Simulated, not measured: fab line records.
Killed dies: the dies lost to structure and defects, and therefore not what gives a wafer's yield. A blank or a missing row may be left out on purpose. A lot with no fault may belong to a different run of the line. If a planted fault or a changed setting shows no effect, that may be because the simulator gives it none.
The tool behind it: which one?    flow berkeley cmos170    42 wafers from 14 lots sampled at 2 of the route's 331 steps

## WHAT THE GAUGES READ, wafer by wafer
UCB170_SDANNEAL_RS_MEAS_04: measurement is done with a four-point probe.
lot   measured      on             PLDD_RS (ohm/sq)
L996  day 7 12:31   film metro-04  1028 1029 1033
L997  day 7 15:50   film metro-04  1028 1031 1030
L103  day 8 22:46   film metro-04  1031 1034 1035
L106  day 9 11:40   film metro-02  1029 1031 1030
L102  day 9 12:05   film metro-01  1029 1028 1028
L104  day 9 12:34   film metro-02  1029 1028 1026
L107  day 10 02:11  film metro-02  1030 1036 1031
L108  day 10 02:26  film metro-04  1035 1031 1034
L109  day 11 00:59  film metro-04  1034 1033 1033
L110  day 11 01:29  film metro-02  1035 1035 1038
L112  day 11 11:22  film metro-01  1028 1024 1028
L113  day 11 11:58  film metro-01  1027 1028 1026
L119  day 13 01:54  film metro-02  1037 1036 1041
L117  day 13 02:20  film metro-01  1031 1031 1033

## TOOL THAT RAN EACH LOT (tool first, then ch and the chambers of the sampled wafers, then the start)
lot   UCB170_NSD_CLEAN_11
L996  wet bench-01 ch 3, day 7 10:32
L997  wet bench-01 ch 1, day 7 14:33
L103  wet bench-01 ch 3, day 8 21:26
L106  wet bench-04 ch 2, day 9 10:15
L102  wet bench-04 ch 3, day 9 10:46
L104  wet bench-01 ch 0, day 9 11:10
L107  wet bench-01 ch 3, day 10 00:47
L108  wet bench-01 ch 2, day 10 01:08
L109  wet bench-04 ch 3, day 10 23:39
L110  wet bench-01 ch 2, day 10 23:48
L112  wet bench-01 ch 2, day 11 09:59
L113  wet bench-01 ch 0, day 11 10:35
L119  wet bench-04 ch 1, day 13 00:28
L117  wet bench-04 ch 0, day 13 00:42
- UCB170_NSD_CLEAN_11: cleans in SPM, time 600 s.

## WHAT THE TOOLS THEMSELVES READ (means of the sampled wafers that have a number; where no wafer has one, the mark that the record gives instead)
The record holds no such reading with a usual standard deviation.

## THE ANSWER, worked out from the rows above alone
Rule: usual is defined by the lots themselves. Put in order of their means at a reading, lots are off if they are a third of the lots or fewer, leave a main group of 4 or more, and stand apart from it by a gap of 3 or more times the standard deviation of the main group's means; of several such gaps the widest counts. Not used: any main group whose means are identical at the precision the tables above print for the reading. A lot without any number at a reading at which 4 lots or more have one is off too. Where the step has rows for the other lots, those lots are counted as sound. The gauges are gone through in route order, then the tools' own readings, and for those a lot's mean is taken as printed above. The first step at which some lot is off is used, and at that step the reading that is off furthest; a lot without a number counts as furthest.
Nothing can be told from this: no lot is off at any reading shown.

## WHAT THE SIMULATOR PUT IN
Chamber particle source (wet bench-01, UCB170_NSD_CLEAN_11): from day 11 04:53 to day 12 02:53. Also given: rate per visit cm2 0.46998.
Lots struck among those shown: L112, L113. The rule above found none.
